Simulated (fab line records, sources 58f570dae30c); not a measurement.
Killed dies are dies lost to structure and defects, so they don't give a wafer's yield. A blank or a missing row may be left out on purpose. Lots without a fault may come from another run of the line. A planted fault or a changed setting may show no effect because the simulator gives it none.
One fault seen from 2 desks | flow berkeley_cmos170 | each desk has only its own numbers; what lay behind them comes last

THE METROLOGY DESK
What the gauges read, lot by lot, whatever tool the lot ran on: means of the sampled wafers that have a number. A lot is out of limits, marked OUT, if its mean lies more than 4 standard deviations from the usual mean; the brackets give that distance.
Columns: A = M1_AL_RS at UCB170_M1_RS_MEAS_01, usual 0.0487 ohm/sq; B = M1_AL_THK at UCB170_M1_THK_MEAS_02, usual 614 nm; C = V1_TEOS_THK at UCB170_V1_THK_MEAS_01, usual 2003 nm
lot  | first seen here | A      | B   | C
L290 | day 6 21:07     | 0.0486 | 613 | 2019
L291 | day 7 16:23     | 0.0483 | 621 | 2020
L292 | day 7 23:37     | 0.0481 | 616 | 1993
L293 | day 8 01:34     | 0.0494 | 604 | 1999
L303 | day 9 21:57     | 0.0484 | 619 | 2311 (+11) OUT
L308 | day 10 23:42    | 0.0480 | 621 | 1959
L305 | day 10 23:54    | 0.0492 | 611 | 2302 (+11) OUT
L307 | day 10 23:56    | 0.0486 | 619 | 2030
L309 | day 11 08:13    | 0.0487 | 615 | 2014
L312 | day 11 14:20    | 0.0495 | 607 | 2001
L311 | day 11 15:04    | 0.0480 | 619 | 1986
This desk's finding: out of limits on L303, L305; first on L303, day 10 05:43 (V1_TEOS_THK at UCB170_V1_THK_MEAS_01). In limits: L290, L291, L292, L293, L308, L307, L309, L312, L311.

THE TOOL OWNER'S DESK: pecvd-04
The tool's own readings at UCB170_V1_CVD_00 (deposits SiO2 from TEOS/O2, target thk 2000 nm, time 250 s): means of the sampled wafers that have a number, for each lot that ran on this tool. A lot is out of limits, marked OUT, if its mean lies more than 4 standard deviations from the usual mean; the brackets give that distance.
Columns: A = heater_power_w at UCB170_V1_CVD_00, usual 266 W
lot  | first seen here | A
L292 | day 8 04:31     | 260
L303 | day 10 05:29    | 218
L305 | day 11 06:06    | 279
This desk's finding: nothing out of limits on any of the 3 lots.

PUT TOGETHER
The metrology desk could have raised an alarm at day 10 05:43, on L303, L305.
The tool owner's desk saw nothing out of limits.
The tool owner's desk has L303, L305 on record, within its limits.
Of the lots named, all ran UCB170_V1_CVD_00 on pecvd-04.

WHAT THE SIMULATOR HAD PUT IN
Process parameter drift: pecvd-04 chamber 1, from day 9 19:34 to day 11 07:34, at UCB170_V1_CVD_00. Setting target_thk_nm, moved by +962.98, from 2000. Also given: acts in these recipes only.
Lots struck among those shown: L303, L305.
Hours from the fault's start to each desk's first reading out of limits: the metrology desk, 10.
